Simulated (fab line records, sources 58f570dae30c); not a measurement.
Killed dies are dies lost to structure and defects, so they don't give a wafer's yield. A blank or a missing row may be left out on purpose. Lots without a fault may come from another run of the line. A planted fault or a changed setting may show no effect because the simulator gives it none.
Which tool did it? | flow berkeley_cmos170 | 7 lots, 21 wafers sampled, at 2 steps of a route of 331

WHAT THE GAUGES READ, wafer by wafer
UCB170_M2_RS_MEAS_02: measures by four-point-probe.
lot  | measured     | on            | M2_AL_RS (ohm/sq)
L914 | day 7 23:44  | film_metro-03 | 0.03183 0.03192 0.03243
L918 | day 8 18:57  | film_metro-03 | 0.03216 0.03241 0.032
L920 | day 8 21:20  | film_metro-03 | 0.03218 0.0323 0.03232
L922 | day 9 12:31  | film_metro-02 | 0.03241 0.03227 0.03202
L927 | day 10 15:24 | film_metro-04 | 0.03254 0.03251 0.03213
L931 | day 11 02:57 | film_metro-03 | 0.03573 0.03591 0.03567
L934 | day 12 05:44 | film_metro-02 | 0.03187 0.03196 0.03203

WHICH TOOL RAN EACH LOT (tool, then ch and the chambers of the sampled wafers, then the start)
lot  | UCB170_M2_SPUTTER_01
L914 | pvd_sputter-03, day 7 23:39
L918 | pvd_sputter-03, day 8 18:50
L920 | pvd_sputter-02, day 8 21:15
L922 | pvd_sputter-02, day 9 12:25
L927 | pvd_sputter-02, day 10 15:19
L931 | pvd_sputter-03, day 11 02:52
L934 | pvd_sputter-02, day 12 05:38
- UCB170_M2_SPUTTER_01: material Al, target thk 900 nm, time 120 s.

THE ANSWER, worked out from the rows above alone
Rule: what is usual is taken from the lots themselves. Put in order of their means at a reading, lots are off if they are a third of the lots or fewer, leave a main group of 4 or more, and stand apart from it by a gap of 3 or more times the standard deviation of the main group's means; of several such gaps the widest counts. A main group whose means are all the same, to the digits that the tables above print for the reading, isn't used. A lot without any number at a reading at which 4 lots or more have one is off too. The other lots that the step has rows for count as sound.
Off: L931, at UCB170_M2_RS_MEAS_02 (M2_AL_RS). The main group: mean 0.03218 ohm/sq, standard deviation 0.00014.
A tool fits if, at a process step before that reading, it ran every lot that is off, and no sound lot after the first of them. The gauges at UCB170_M2_RS_MEAS_02 are tried like those tools. Can't be told from this: 2 tools fit, pvd_sputter-03 at UCB170_M2_SPUTTER_01, film_metro-03 at UCB170_M2_RS_MEAS_02.

WHAT THE SIMULATOR HAD PUT IN
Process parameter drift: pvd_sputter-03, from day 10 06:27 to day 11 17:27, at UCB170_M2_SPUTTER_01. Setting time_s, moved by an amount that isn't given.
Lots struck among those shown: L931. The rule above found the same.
